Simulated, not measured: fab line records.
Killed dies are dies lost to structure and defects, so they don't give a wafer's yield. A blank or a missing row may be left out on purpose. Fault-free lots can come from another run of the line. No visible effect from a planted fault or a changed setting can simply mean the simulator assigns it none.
fab line records	flow rit-cmos
[record] lots = 5	wafers = 15	last-day = 6
route steps=202 shown CONTACT@176 M1@184
lots that met no fault: from a run of the same line without faults
start-h: hours from the record's opening day to when the first of the lot's shown wafers began	wait-h: time in hours since the lot's previous step	" as in the row above	L1.1+2: several wafers, shown together as one row	- no value, or no start given	* or withheld: withheld	< > ~ a bound
route shown NAME@n: a module of which the file shows steps, and the number in the route of the first	usual: mean and standard deviation over wafers with no fault	same: alike in all rows	chamber/n: place in a boat	sites: per-site readings	_std_site: their standard deviation	_edge_site: mean of outer sites minus mean of inner sites	radius-mm: for every site, how far away it sits from the centre of the wafer	mask NAME#n: copy n	behind: the most recent tool/chamber to have shaped the wafer	hold: what put the lot on hold/how long, in hours/how the hold closed	device: transistor that didn't switch, given as n, p or np	end of line: the route-end tests of the same wafers	where a step has no rows: the recipe by itself	killed: not the wafer's yield, but the dies lost to structure and defects at the first sort	map: dies across one wafer; x = killed, . = not, _ = none there
set.NAME: the run value of the setting; set.NAME@STEP: its run value at that earlier step	model.NAME: the simulator's own value behind a step, which no gauge read
lots seen at some steps along the route; tables by step, rows by wafer
services: a tool's chamber out of use, with start hour (start-h, from the record's first day; less than 0 if before it), hours out, and reason
[[steps]]
[step RIT_CONTACT_CD_MEAS_08]
[recipe] target-cd-nm = 1000
[usual] cd-nm = 999.7/2.1
lot.wafer	tool	chamber	start-h	wait-h	cd-nm
L074.3	cd-sem-02	-	53.62	-	994.4
L074.4	"	-	"	"	995.7
L074.5	"	-	"	"	995.5
L078.2	cd-sem-01	-	75.95	-	997.9
L078.3	"	-	"	"	999.1
L078.6	"	-	"	"	996.0
L086.1	cd-sem-01	-	114.30	-	1000.7
L086.5	"	-	"	"	1002.2
L086.6	"	-	"	"	1003.7
L089.2	cd-sem-01	-	131.44	-	998.1
L089.3	"	-	"	"	997.8
L089.6	"	-	"	"	997.4
L090.2	cd-sem-01	-	133.54	-	1000.6
L090.3	"	-	"	"	1000.6
L090.4	"	-	"	"	1000.4
[step RIT_CONTACT_OVL_MEAS_09]
[usual] CONTACT_OVL = -0.7/1.3
lot.wafer	tool	chamber	start-h	wait-h	CONTACT_OVL[nm]
L074.3	overlay-02	-	53.71	0.1	2.0
L074.4	"	-	"	"	-0.8
L074.5	"	-	"	"	1.3
L078.2	overlay-01	-	76.05	0.1	0.5
L078.3	"	-	"	"	-0.8
L078.6	"	-	"	"	-1.2
L086.1	overlay-01	-	114.42	0.1	0.2
L086.5	"	-	"	"	-2.4
L086.6	"	-	"	"	-1.3
L089.2	overlay-02	-	131.55	0.1	-0.7
L089.3	"	-	"	"	0.5
L089.6	"	-	"	"	-0.1
L090.2	overlay-02	-	133.64	0.1	-0.7
L090.3	"	-	"	"	1.3
L090.4	"	-	"	"	-1.1
[step RIT_CONTACT_HARDBAKE_10]
[recipe] resist = NOVOLAK	temp-c = 140	time-s = 60
[usual] exhaust-pa = 44.9/0.95
[same] time-s = 60
lot.wafer	tool	chamber	start-h	wait-h	exhaust-pa
L074.3	litho-track-04	0	53.79	0.1	45.3
L074.4	"	0	"	"	43.4
L074.5	"	0	"	"	43.4
L078.2	litho-track-01	0	76.11	0.0	44.3
L078.3	"	0	"	"	42.8
L078.6	"	0	"	"	44.3
L086.1	litho-track-03	0	114.45	0.0	45.8
L086.5	"	0	"	"	44.3
L086.6	"	0	"	"	45.1
L089.2	litho-track-01	0	131.60	0.0	44.1
L089.3	"	0	"	"	45.1
L089.6	"	0	"	"	45.6
L090.2	litho-track-04	0	133.70	0.0	44.8
L090.3	"	0	"	"	44.3
L090.4	"	0	"	"	44.7
[step RIT_CONTACT_ETCH_11]
[recipe] target-depth-a = 4800	over-etch-frac = 0.2	stop-on = TiSi2	chemistry = CHF3/CF4/Ar	target = SiO2	CHF3_flow_sccm = 50	cf4-flow-sccm = 10	Ar_flow_sccm = 100	O2_flow_sccm = 5	pressure-mtorr = 100	rf-w = 200	time-s = 320
[usual] O2_flow_sccm = 4.999/0.014	drypump-motor-current-A = 5.8/0.37	oes-product-au = 0.990/0.018	throttle-valve-pct = 8.77/0.11
[same] time-s = 320
lot.wafer	tool	chamber	start-h	wait-h	O2_flow_sccm	drypump-motor-current-A	oes-product-au	rf-hours-counter-h	throttle-valve-pct
L074.3	rie-diel-02	1	53.89	0.1	5.015	5.8	0.966	8	8.95
L074.4	"	1	"	"	5.021	5.8	0.967	-	8.96
L074.5	"	0	"	"	5.012	5.5	0.984	-	8.89
L078.2	rie-diel-01	1	76.23	0.1	4.975	5.7	1.019	0	8.62
L078.3	"	3	"	"	4.996	5.7	0.991	30	8.75
L078.6	"	2	"	"	5.018	6.1	0.967	-	8.77
L086.1	rie-diel-01	0	114.60	0.1	4.998	5.5	1.013	6	8.61
L086.5	"	2	"	"	5.021	6.1	0.972	-	8.77
L086.6	"	1	"	"	5.009	5.7	1.018	-	8.62
L089.2	rie-diel-02	3	131.73	0.1	4.987	5.9	0.998	2	8.80
L089.3	"	2	"	"	5.000	6.0	0.989	143	8.79
L089.6	"	2	"	"	4.997	6.0	0.999	-	8.81
L090.2	rie-diel-04	0	133.82	0.1	4.991	5.5	0.994	98	8.87
L090.3	"	2	"	"	5.013	5.5	0.986	149	8.71
L090.4	"	0	"	"	5.007	5.5	0.987	-	8.85
[step RIT_CONTACT_STRIP_12]
[recipe] chemistry = O2	time-s = 180	resist = NOVOLAK	platen-temp-c = withheld	power-w = 500	pressure-mtorr = 4000	o2-flow-sccm = 4000
[usual] drypump-motor-current-A = 5.4/0.47
[same] time-s = 180
lot.wafer	tool	chamber	start-h	wait-h	drypump-motor-current-A	rf-hours-counter-h
L074.3	plasma-asher-03	1	54.14	0.2	4.9	-
L074.4	"	0	"	"	5.7	-
L074.5	"	1	"	"	4.9	-
L078.2	plasma-asher-03	0	76.43	0.1	5.7	44
L078.3	"	1	"	"	4.9	-
L078.6	"	0	"	"	5.7	-
L086.1	plasma-asher-03	0	114.80	0.1	5.7	49
L086.5	"	0	"	"	5.7	-
L086.6	"	1	"	"	4.9	-
L089.2	plasma-asher-03	1	131.92	0.1	4.9	51
L089.3	"	0	"	"	5.7	-
L089.6	"	1	"	"	4.9	-
L090.2	plasma-asher-03	1	134.02	0.1	4.9	52
L090.3	"	0	"	"	5.7	-
L090.4	"	1	"	"	5.0	-
[step RIT_CONTACT_CD_MEAS_90]
[recipe] target-cd-nm = 1000
[usual] cd-nm = 999.7/2
lot.wafer	tool	chamber	start-h	wait-h	cd-nm
L074.3	cd-sem-01	-	54.29	0.1	994.9
L074.4	"	-	"	"	994.9
L074.5	"	-	"	"	995.6
L078.2	cd-sem-02	-	76.62	0.1	998.0
L078.3	"	-	"	"	999.5
L078.6	"	-	"	"	996.4
L086.1	cd-sem-02	-	114.97	0.1	1001.2
L086.5	"	-	"	"	1002.0
L086.6	"	-	"	"	1004.5
L089.2	cd-sem-02	-	132.12	0.1	998.2
L089.3	"	-	"	"	998.0
L089.6	"	-	"	"	996.9
L090.2	cd-sem-01	-	134.21	0.1	1000.5
L090.3	"	-	"	"	1001.5
L090.4	"	-	"	"	999.9
[step RIT_CONTACT_CLEAN_13]
[recipe] chemistry = SC1	mix = 3:3:50	time-s = 600	temp-c = 75
[usual] bath-guard-temp-C = 75.1/0.58	bath-heat-duty-pct = 15.1/1.3
[same] time-s = 600
lot.wafer	tool	chamber	start-h	wait-h	bath-guard-temp-C	bath-heat-duty-pct
L074.3	wet-bench-02	2	54.37	0.1	75.9	16.5
L074.4	"	2	"	"	75.5	15.9
L074.5	"	2	"	"	75.1	15.7
L078.2	wet-bench-02	3	76.72	0.1	74.4	13.6
L078.3	"	3	"	"	74.8	15.1
L078.6	"	3	"	"	74.8	13.2
L086.1	wet-bench-01	1	115.09	0.1	74.9	13.7
L086.5	"	1	"	"	75.2	16.0
L086.6	"	1	"	"	74.7	14.5
L089.2	wet-bench-01	2	132.22	0.1	74.4	15.9
L089.3	"	2	"	"	74.4	14.1
L089.6	"	2	"	"	74.4	15.7
L090.2	wet-bench-01	1	134.31	0.1	74.7	14.1
L090.3	"	1	"	"	74.6	16.0
L090.4	"	1	"	"	74.9	15.3
[step RIT_CONTACT_CLEAN_14]
[recipe] chemistry = SC2	mix = 3:3:50	time-s = 600	temp-c = 75	dry = n2-spin
[usual] bath-guard-temp-C = 74.9/0.49	bath-heat-duty-pct = 15.5/1.3
[same] time-s = 600
lot.wafer	tool	chamber	start-h	wait-h	bath-guard-temp-C	bath-heat-duty-pct
L074.3	wet-bench-01	1	54.55	0.0	74.9	15.6
L074.4	"	1	"	"	75.0	15.4
L074.5	"	1	"	"	74.7	15.3
L078.2	wet-bench-01	1	76.91	0.0	75.1	16.0
L078.3	"	1	"	"	75.0	15.3
L078.6	"	1	"	"	74.7	16.1
L086.1	wet-bench-04	0	115.27	0.0	74.9	14.4
L086.5	"	0	"	"	75.0	16.3
L086.6	"	0	"	"	74.7	16.0
L089.2	wet-bench-04	0	132.39	0.0	74.7	14.6
L089.3	"	0	"	"	74.5	15.1
L089.6	"	0	"	"	74.5	16.0
L090.2	wet-bench-04	0	134.50	0.0	74.6	16.4
L090.3	"	0	"	"	74.8	16.6
L090.4	"	0	"	"	74.8	15.8
[step RIT_M1_SPUTTER_00]
[recipe] material = Al	target-thk-nm = 400	power-w = 2055	chamber-pressure-pa = 0.4	gas = Ar	time-s = 500	substrate-temp-c = 25
[usual] throttle-valve-pct = 29.9/0.52
[same] time-s = 500
lot.wafer	tool	chamber	start-h	wait-h	throttle-valve-pct
L074.3	pvd-sputter-03	-	54.72	0.0	29.5
L074.4	"	-	"	"	30.3
L074.5	"	-	"	"	30.3
L078.2	pvd-sputter-03	-	77.09	0.0	30.2
L078.3	"	-	"	"	30.2
L078.6	"	-	"	"	29.5
L086.1	pvd-sputter-03	-	115.46	0.0	29.9
L086.5	"	-	"	"	29.6
L086.6	"	-	"	"	30.5
L089.2	pvd-sputter-03	-	132.57	0.0	30.3
L089.3	"	-	"	"	30.2
L089.6	"	-	"	"	30.3
L090.2	pvd-sputter-02	-	134.68	0.0	30.0
L090.3	"	-	"	"	30.0
L090.4	"	-	"	"	30.9
[step RIT_M1_RS_MEAS_01]
[recipe] thk-meas-gauge = four-point-probe	reads = Al_of_M1_SPUTTER_00
[usual] M1_AL_RS = 0.0712/0.00075
lot.wafer	tool	chamber	start-h	wait-h	M1_AL_RS[ohm/sq]
L074.3	film-metro-02	-	55.16	0.3	0.0701
L074.4	"	-	"	"	0.0708
L074.5	"	-	"	"	0.0712
L078.2	film-metro-01	-	77.40	0.2	0.0718
L078.3	"	-	"	"	0.0717
L078.6	"	-	"	"	0.0706
L086.1	film-metro-04	-	115.75	0.1	0.0722
L086.5	"	-	"	"	0.0715
L086.6	"	-	"	"	0.0724
L089.2	film-metro-02	-	132.88	0.2	0.0719
L089.3	"	-	"	"	0.0716
L089.6	"	-	"	"	0.0710
L090.2	film-metro-02	-	134.99	0.2	0.0708
L090.3	"	-	"	"	0.0710
L090.4	"	-	"	"	0.0711
[step RIT_M1_THK_MEAS_02]
[recipe] thk-meas-gauge = xrf	reads = Al_of_M1_SPUTTER_00
[usual] M1_AL_THK = 416/4.2
lot.wafer	tool	chamber	start-h	wait-h	M1_AL_THK[nm]
L074.3	film-metro-02	-	55.26	0.1	420
L074.4	"	-	"	"	416
L074.5	"	-	"	"	411
L078.2	film-metro-01	-	77.51	0.1	412
L078.3	"	-	"	"	413
L078.6	"	-	"	"	420
L086.1	film-metro-04	-	115.87	0.1	412
L086.5	"	-	"	"	415
L086.6	"	-	"	"	412
L089.2	film-metro-02	-	132.99	0.1	412
L089.3	"	-	"	"	416
L089.6	"	-	"	"	417
L090.2	film-metro-02	-	135.10	0.1	418
L090.3	"	-	"	"	416
L090.4	"	-	"	"	414
[step RIT_M1_HMDS_03]
[recipe] prime-time-s = 60	prime-temp-c = 140
[usual] exhaust-pa = 45.2/0.89
lot.wafer	tool	chamber	start-h	wait-h	exhaust-pa
L074.3	litho-track-01	0	55.35	0.1	44.5
L074.4	"	0	"	"	45.4
L074.5	"	0	"	"	44.0
L078.2	litho-track-02	0	77.59	0.1	46.8
L078.3	"	0	"	"	45.4
L078.6	"	0	"	"	44.6
L086.1	litho-track-01	0	115.93	0.1	46.8
L086.5	"	0	"	"	45.6
L086.6	"	0	"	"	46.6
L089.2	litho-track-03	0	133.07	0.1	44.7
L089.3	"	0	"	"	43.8
L089.6	"	0	"	"	44.5
L090.2	litho-track-01	0	135.18	0.1	45.0
L090.3	"	0	"	"	45.6
L090.4	"	0	"	"	44.9
[step RIT_M1_COAT_04]
[recipe] resist = NOVOLAK	spin-rpm = 2000	resist-thk-nm = 1300
[usual] exhaust-pa = 44.8/0.89
lot.wafer	tool	chamber	start-h	wait-h	exhaust-pa
L074.3	litho-track-01	0	55.50	0.1	44.4
L074.4	"	0	"	"	45.2
L074.5	"	0	"	"	44.0
L078.2	litho-track-02	0	77.74	0.1	44.1
L078.3	"	0	"	"	44.2
L078.6	"	0	"	"	44.4
L086.1	litho-track-01	0	116.08	0.1	45.7
L086.5	"	0	"	"	44.7
L086.6	"	0	"	"	44.6
L089.2	litho-track-03	0	133.22	0.1	44.3
L089.3	"	0	"	"	44.3
L089.6	"	0	"	"	43.2
L090.2	litho-track-01	0	135.33	0.1	45.6
L090.3	"	0	"	"	46.1
L090.4	"	0	"	"	45.6
[step RIT_M1_SOFTBAKE_05]
[recipe] resist = NOVOLAK	temp-c = 90	time-s = 60
[usual] exhaust-pa = 44.9/0.89
[same] time-s = 60
lot.wafer	tool	chamber	start-h	wait-h	exhaust-pa
L074.3	litho-track-01	0	55.65	0.1	43.2
L074.4	"	0	"	"	44.6
L074.5	"	0	"	"	43.1
L078.2	litho-track-02	0	77.89	0.1	45.4
L078.3	"	0	"	"	45.8
L078.6	"	0	"	"	44.3
L086.1	litho-track-01	0	116.23	0.1	45.1
L086.5	"	0	"	"	45.1
L086.6	"	0	"	"	43.7
L089.2	litho-track-03	0	133.37	0.1	45.7
L089.3	"	0	"	"	45.6
L089.6	"	0	"	"	44.9
L090.2	litho-track-01	0	135.48	0.1	44.0
L090.3	"	0	"	"	42.2
L090.4	"	0	"	"	44.5
[step RIT_M1_EXPOSE_06]
[recipe] mask-id = M12	na = 0.6	source-shape = conventional	sigma-outer = 0.5	target-cd-nm = 2600	dose-mj = 250
[same] sigma-outer = 0.5
lot.wafer	tool	chamber	start-h	wait-h	mask
L074.3+4+5	iline-stepper-02	0	55.83	0.2	M12#0
L078.2+3+6	iline-stepper-02	0	78.03	0.1	M12#0
L086.1+5+6	iline-stepper-02	0	116.51	0.2	M12#0
L089.2+3+6	iline-stepper-02	0	133.51	0.1	M12#0
L090.2+3+4	iline-stepper-02	0	135.62	0.1	M12#0
[step RIT_M1_PEB_07]
[recipe] resist = NOVOLAK	temp-c = withheld	time-s = withheld
[usual] exhaust-pa = 45.0/0.9
lot.wafer	tool	chamber	start-h	wait-h	exhaust-pa
L074.3	litho-track-02	0	56.11	0.3	46.6
L074.4	"	0	"	"	45.7
L074.5	"	0	"	"	45.3
L078.2	litho-track-02	0	78.15	0.1	43.9
L078.3	"	0	"	"	43.8
L078.6	"	0	"	"	44.4
L086.1	litho-track-03	0	116.62	0.1	43.9
L086.5	"	0	"	"	43.6
L086.6	"	0	"	"	46.4
L089.2	litho-track-01	0	133.72	0.2	46.3
L089.3	"	0	"	"	43.8
L089.6	"	0	"	"	46.0
L090.2	litho-track-02	0	135.74	0.1	44.9
L090.3	"	0	"	"	44.2
L090.4	"	0	"	"	45.4
[step RIT_M1_DEVELOP_08]
[recipe] resist = NOVOLAK	develop-time-s = 68	dev-temp-c = 23.83
[usual] exhaust-pa = 44.6/1.1
lot.wafer	tool	chamber	start-h	wait-h	exhaust-pa
L074.3	litho-track-02	0	-	-	44.4
L074.4	"	0	"	"	44.2
L074.5	"	0	"	"	44.0
L078.2	litho-track-02	0	-	-	45.1
L078.3	"	0	"	"	45.4
L078.6	"	0	"	"	45.8
L086.1	litho-track-03	0	-	-	44.9
L086.5	"	0	"	"	47.0
L086.6	"	0	"	"	45.3
L089.2	litho-track-01	0	-	-	48.0
L089.3	"	0	"	"	46.3
L089.6	"	0	"	"	46.1
L090.2	litho-track-02	0	-	-	44.0
L090.3	"	0	"	"	44.0
L090.4	"	0	"	"	42.5
[step RIT_M1_CD_MEAS_09]
[recipe] target-cd-nm = 2600
[usual] cd-nm = 2600.6/1.9
lot.wafer	tool	chamber	start-h	wait-h	cd-nm
L074.3	cd-sem-02	-	56.42	-	2602.1
L074.4	"	-	"	"	2603.0
L074.5	"	-	"	"	2603.1
L078.2	cd-sem-01	-	78.46	-	2598.1
L078.3	"	-	"	"	2602.0
L078.6	"	-	"	"	2601.4
L086.1	cd-sem-01	-	116.94	-	2599.7
L086.5	"	-	"	"	2601.1
L086.6	"	-	"	"	2601.4
L089.2	cd-sem-02	-	134.03	-	2600.3
L089.3	"	-	"	"	2600.2
L089.6	"	-	"	"	2601.3
L090.2	cd-sem-01	-	136.05	-	2598.0
L090.3	"	-	"	"	2598.2
L090.4	"	-	"	"	2598.0
[step RIT_M1_OVL_MEAS_10]
[usual] M1_OVL = -0.4/1.6
lot.wafer	tool	chamber	start-h	wait-h	M1_OVL[nm]
L074.3	overlay-02	-	56.51	0.1	2.7
L074.4	"	-	"	"	2.6
L074.5	"	-	"	"	2.1
L078.2	overlay-02	-	78.57	0.1	-0.5
L078.3	"	-	"	"	-0.8
L078.6	"	-	"	"	0.1
L086.1	overlay-01	-	117.06	0.1	-2.3
L086.5	"	-	"	"	-0.3
L086.6	"	-	"	"	-2.1
L089.2	overlay-01	-	134.14	0.1	0.7
L089.3	"	-	"	"	0.3
L089.6	"	-	"	"	0.1
L090.2	overlay-02	-	136.16	0.1	-0.2
L090.3	"	-	"	"	0.1
L090.4	"	-	"	"	-0.6
[step RIT_M1_HARDBAKE_11]
[recipe] resist = NOVOLAK	temp-c = 140	time-s = 120
[usual] exhaust-pa = 45.1/0.8
[same] time-s = 120
lot.wafer	tool	chamber	start-h	wait-h	exhaust-pa
L074.3	litho-track-02	0	56.75	0.2	45.3
L074.4	"	0	"	"	45.2
L074.5	"	0	"	"	45.4
L078.2	litho-track-02	0	78.77	0.2	45.8
L078.3	"	0	"	"	45.3
L078.6	"	0	"	"	45.4
L086.1	litho-track-02	0	117.14	0.1	44.8
L086.5	"	0	"	"	44.7
L086.6	"	0	"	"	45.9
L089.2	litho-track-03	0	134.21	0.1	44.1
L089.3	"	0	"	"	45.2
L089.6	"	0	"	"	45.5
L090.2	litho-track-01	0	136.23	0.1	45.4
L090.3	"	0	"	"	45.5
L090.4	"	0	"	"	43.5
[step RIT_M1_METAL_ETCH_12]
[recipe] stop-on = SiO2	chemistry = Cl2/BCl3	target = Al	time-s = 165	over-etch-frac = 0.5	pressure-mtorr = 100	target-depth-a = 6000	rf-w = 250	Cl2_flow_sccm = 60	bcl3-flow-sccm = 50
[usual] drypump-motor-current-A = 5.5/0.3	oes-product-au = 0.792/0.011	throttle-valve-pct = 8.29/0.058
[same] time-s = 165
lot.wafer	tool	chamber	start-h	wait-h	drypump-motor-current-A	oes-product-au	rf-hours-counter-h	throttle-valve-pct
L074.3	rie-metal-01	1	56.97	0.2	5.9	0.782	-	8.23
L074.4	"	0	"	"	5.0	0.791	-	8.27
L074.5	"	1	"	"	5.9	0.784	-	8.23
L078.2	rie-metal-04	0	78.98	0.2	5.7	0.796	1	8.41
L078.3	"	0	"	"	5.7	0.796	-	8.38
L078.6	"	0	"	"	5.7	0.801	-	8.37
L086.1	rie-metal-01	0	117.39	0.2	5.0	0.782	4	8.28
L086.5	"	0	"	"	5.0	0.782	-	8.28
L086.6	"	1	"	"	5.9	0.770	-	8.23
L089.2	rie-metal-01	1	134.42	0.2	5.8	0.775	5	8.24
L089.3	"	0	"	"	5.0	0.777	-	8.28
L089.6	"	0	"	"	5.0	0.790	-	8.28
L090.2	rie-metal-01	0	136.44	0.2	5.0	0.793	4	8.28
L090.3	"	1	"	"	5.9	0.778	-	8.25
L090.4	"	0	"	"	5.0	0.786	-	8.27
[step RIT_M1_STRIP_13]
[recipe] chemistry = nmp	resist = NOVOLAK	temp-c = 80	time-s = 600	dry = n2-spin
[usual] bath-guard-temp-C = 80.2/0.61	bath-heat-duty-pct = 17.4/1.5
[same] time-s = 600
lot.wafer	tool	chamber	start-h	wait-h	bath-guard-temp-C	bath-heat-duty-pct
L074.3	wet-bench-02	2	57.08	0.1	80.6	18.7
L074.4	"	2	"	"	80.5	19.5
L074.5	"	2	"	"	80.6	19.1
L078.2	wet-bench-04	2	79.14	0.1	81.5	18.5
L078.3	"	2	"	"	81.5	19.3
L078.6	"	2	"	"	81.3	17.5
L086.1	wet-bench-02	3	117.56	0.1	80.0	16.4
L086.5	"	3	"	"	80.2	16.3
L086.6	"	3	"	"	80.3	15.7
L089.2	wet-bench-02	3	134.58	0.1	80.3	15.5
L089.3	"	3	"	"	80.1	15.9
L089.6	"	3	"	"	80.2	16.6
L090.2	wet-bench-04	3	136.60	0.1	80.0	20.2
L090.3	"	3	"	"	80.0	19.9
L090.4	"	3	"	"	80.3	19.2
[step RIT_M1_STRIP_14]
[recipe] chemistry = O2	time-s = 180	platen-temp-c = withheld	power-w = 500	pressure-mtorr = 4000	o2-flow-sccm = 4000
[usual] drypump-motor-current-A = 5.6/0.56
[same] time-s = 180
lot.wafer	tool	chamber	start-h	wait-h	drypump-motor-current-A	rf-hours-counter-h
L074.3	plasma-asher-02	0	57.31	0.1	6.0	-
L074.4	"	1	"	"	6.5	-
L074.5	"	0	"	"	6.0	-
L078.2	plasma-asher-02	0	79.31	0.0	6.0	28
L078.3	"	0	"	"	6.0	-
L078.6	"	0	"	"	6.0	-
L086.1	plasma-asher-03	0	117.73	0.0	5.7	49
L086.5	"	1	"	"	4.9	-
L086.6	"	0	"	"	5.7	-
L089.2	plasma-asher-03	0	134.76	0.0	5.7	52
L089.3	"	0	"	"	5.7	-
L089.6	"	1	"	"	4.9	-
L090.2	plasma-asher-03	0	136.77	0.0	5.7	52
L090.3	"	0	"	"	5.7	-
L090.4	"	1	"	"	4.9	-
[step RIT_M1_CD_MEAS_90]
[recipe] target-cd-nm = 2600
[usual] cd-nm = 2600.5/2.3
lot.wafer	tool	chamber	start-h	wait-h	cd-nm
L074.3	cd-sem-01	-	57.47	0.1	2602.8
L074.4	"	-	"	"	2598.4
L074.5	"	-	"	"	2602.6
L078.2	cd-sem-02	-	79.51	0.1	2596.6
L078.3	"	-	"	"	2601.3
L078.6	"	-	"	"	2600.6
L086.1	cd-sem-01	-	117.91	0.1	2597.2
L086.5	"	-	"	"	2600.4
L086.6	"	-	"	"	2602.8
L089.2	cd-sem-01	-	134.95	0.1	2599.9
L089.3	"	-	"	"	2598.3
L089.6	"	-	"	"	2599.2
L090.2	cd-sem-02	-	136.97	0.1	2596.6
L090.3	"	-	"	"	2598.4
L090.4	"	-	"	"	2596.6
[step RIT_M1_ANNEAL_15]
[recipe] temp-c = 450	time-s = 1800	ambient = forming_gas_H2N2
[usual] spike-tc-load-C = 470.9/2.6	tube-center-temp-C = 450/0.04
[same] time-s = 1800
lot.wafer	tool	chamber	start-h	wait-h	spike-tc-load-C	tube-center-temp-C
L074.3	-	-	60.92	3.4	469.3	450
L074.4	"	-	"	"	466.4	449.98
L074.5	"	-	"	"	467.4	449.99
L078.2	-	-	79.61	0.1	470.9	449.97
L078.3	"	-	"	"	471.9	450.04
L078.6	"	-	"	"	471.4	449.96
L086.1	-	-	118.68	0.8	469.4	450.03
L086.5	"	-	"	"	472.7	449.95
L086.6	"	-	"	"	472.6	450.03
L089.2	-	-	135.05	0.1	472.7	449.99
L089.3	"	-	"	"	473.9	450.04
L089.6	"	-	"	"	472.3	449.98
L090.2	-	-	137.07	0.1	474.5	450.03
L090.3	"	-	"	"	474.3	449.97
L090.4	"	-	"	"	472.4	449.96
[step RIT_M1_BOW_MEAS_16]
[recipe] mode = bow
[usual] M1_BOW = 17/6.9
lot.wafer	tool	chamber	start-h	wait-h	M1_BOW[um]
L074.3	film-metro-04	-	62.46	0.0	22
L074.4	"	-	"	"	15
L074.5	"	-	"	"	-5
L078.2	film-metro-02	-	81.13	0.0	27
L078.3	"	-	"	"	16
L078.6	"	-	"	"	8
L086.1	film-metro-01	-	120.18	0.0	17
L086.5	"	-	"	"	14
L086.6	"	-	"	"	22
L089.2	film-metro-04	-	136.57	0.0	11
L089.3	"	-	"	"	16
L089.6	"	-	"	"	16
L090.2	film-metro-02	-	138.59	0.0	13
L090.3	"	-	"	"	18
L090.4	"	-	"	"	29
[step RIT_M1_PROBE_99]
[usual] defect-limited-yield = 97.4/1.1	killed-at-contacts = 0.1/0.27	killed-at-front-end = 7/3	killed-dies = 7.0/3	killed-open = 3.5/2.1	killed-short = 3.4/1.9	sort_bin_3_pad_short = 0.1/0.19	sort_bin_5_function = 1.4/0.77	sort_bin_6_memory = 1.1/0.72	sort-n-pass = 257.0/3	sort-yield-pct = 97.4/1.1
[same] gross-dies = 264	killed_at_M0_to_M3 = 0	killed_at_M4_up = 0	killed-at-back-side = 0	killed-at-other = 0
lot.wafer	tool	chamber	start-h	wait-h	defect-limited-yield[%]	killed-at-contacts	killed-at-front-end	killed-dies	killed-open	killed-short	sort_bin_3_pad_short[%]	sort_bin_5_function[%]	sort_bin_6_memory[%]	sort-n-pass	sort-yield-pct[%]
L078.2	prober-01	-	81.28	0.1	97.7	0	6	6	3	3	0	1.1	1.1	258.0	97.7
L078.3	prober-01	-	81.33	0.2	98.1	1	4	5	2	3	0	0.8	1.1	259.0	98.1
L078.6	prober-01	-	81.48	0.2	97.0	0	8	8	5	3	0	1.5	1.5	256.0	97.0
L089.2	prober-02	-	136.72	0.1	95.8	0	11	11	3	8	0	1.9	2.3	253.0	95.8
L089.3	prober-02	-	136.77	0.2	95.5	0	12	12	10	1	0	0.8	3.8	252.0	95.5
L089.6	prober-02	-	136.92	0.2	95.8	0	11	11	7	3	0	1.5	2.7	253.0	95.8
L090.2	prober-01	-	138.74	0.1	99.2	0	2	2	2	0	0	0.4	0.4	262.0	99.2
L090.3	prober-01	-	138.79	0.2	98.9	0	3	3	0	3	0	0.4	0.8	261.0	98.9
L090.4	prober-01	-	138.84	0.2	97.0	0	8	8	3	5	0.8	1.9	0.4	256.0	97.0
// killed by level:class
L078.2 GATE:geometric-particle:short=2 FOX1:geometric-particle:open=1 GATE:geometric-particle:open=1 SPACER:geometric-particle:open=1 SILICIDE:geometric-particle:short=1
L078.3 GATE:geometric-particle:short=2 FOX1:geometric-particle:short=1 FOX1:geometric-particle:open=1 CONTACT:geometric-particle:open=1
L078.6 REOX:geometric-particle:open=3 SILICIDE:geometric-particle:short=3 FOX1:geometric-particle:open=1 GATE:geometric-particle:open=1
L089.2 SPACER:geometric-particle:short=3 GATE:geometric-particle:short=2 FOX1:geometric-particle:open=1 FOX1:geometric-particle:short=1 FOX2:geometric-particle:open=1 GATE:geometric-particle:open=1 REOX:geometric-particle:short=1 SILICIDE:geometric-particle:short=1
L089.3 GATE:geometric-particle:open=4 FOX1:geometric-particle:open=2 FOX2:geometric-particle:open=2 FOX1:geometric-particle:short=1 SPACER:geometric-particle:open=1 SILICIDE:geometric-particle:open=1 NWELL:coat-microbubble-printed=1
L089.6 GATE:geometric-particle:open=5 FOX1:geometric-particle:short=2 GATE:geometric-particle:short=1 REOX:geometric-particle:open=1 SPACER:geometric-particle:open=1 NWELL:coat-microbubble-printed=1
L090.2 SILICIDE:geometric-particle:open=2
L090.3 FOX1:geometric-particle:short=2 GATE:geometric-particle:short=1
L090.4 FOX1:geometric-particle:short=2 GATE:geometric-particle:short=2 FOX1:geometric-particle:open=1 FOX2:geometric-particle:open=1 GATE:geometric-particle:open=1 SPACER:geometric-particle:short=1
[[services]]
tool	chamber	start-h	hours	kind
plasma-asher-02	-	31.32	2.8	pm
rie-diel-02	3	35.95	-	clean
rie-diel-02	3	35.95	26.1	scheduled-down
rie-diel-02	3	35.95	26.1	vent-cycle
rie-diel-04	-	38.59	0.4	repair
rie-metal-01	-	42.96	0.2	repair
rie-diel-02	1	44.88	4.7	repair
rie-diel-01	1	45.30	-	clean
rie-diel-01	1	45.30	16.1	scheduled-down
rie-diel-01	1	45.30	16.1	vent-cycle
rie-metal-01	0	61.42	26.3	repair
rie-diel-02	0	62.04	-	clean
plasma-asher-03	-	63.43	0.4	repair
rie-diel-02	1	66.11	4.4	repair
rie-diel-04	2	71.65	5.1	repair
rie-diel-02	3	77.78	5.2	repair
rie-diel-04	3	86.38	5.6	repair
furnace-02	-	91.54	3.4	pm
rie-metal-01	1	105.66	11.3	repair
rie-diel-04	3	109.74	5.1	repair
rie-diel-02	0	130.28	9.4	repair
rie-diel-02	-	132.17	2.4	repair
rie-diel-01	3	133.35	11.7	repair
rie-metal-04	-	136.19	4.0	pm
[[key]]
fault none
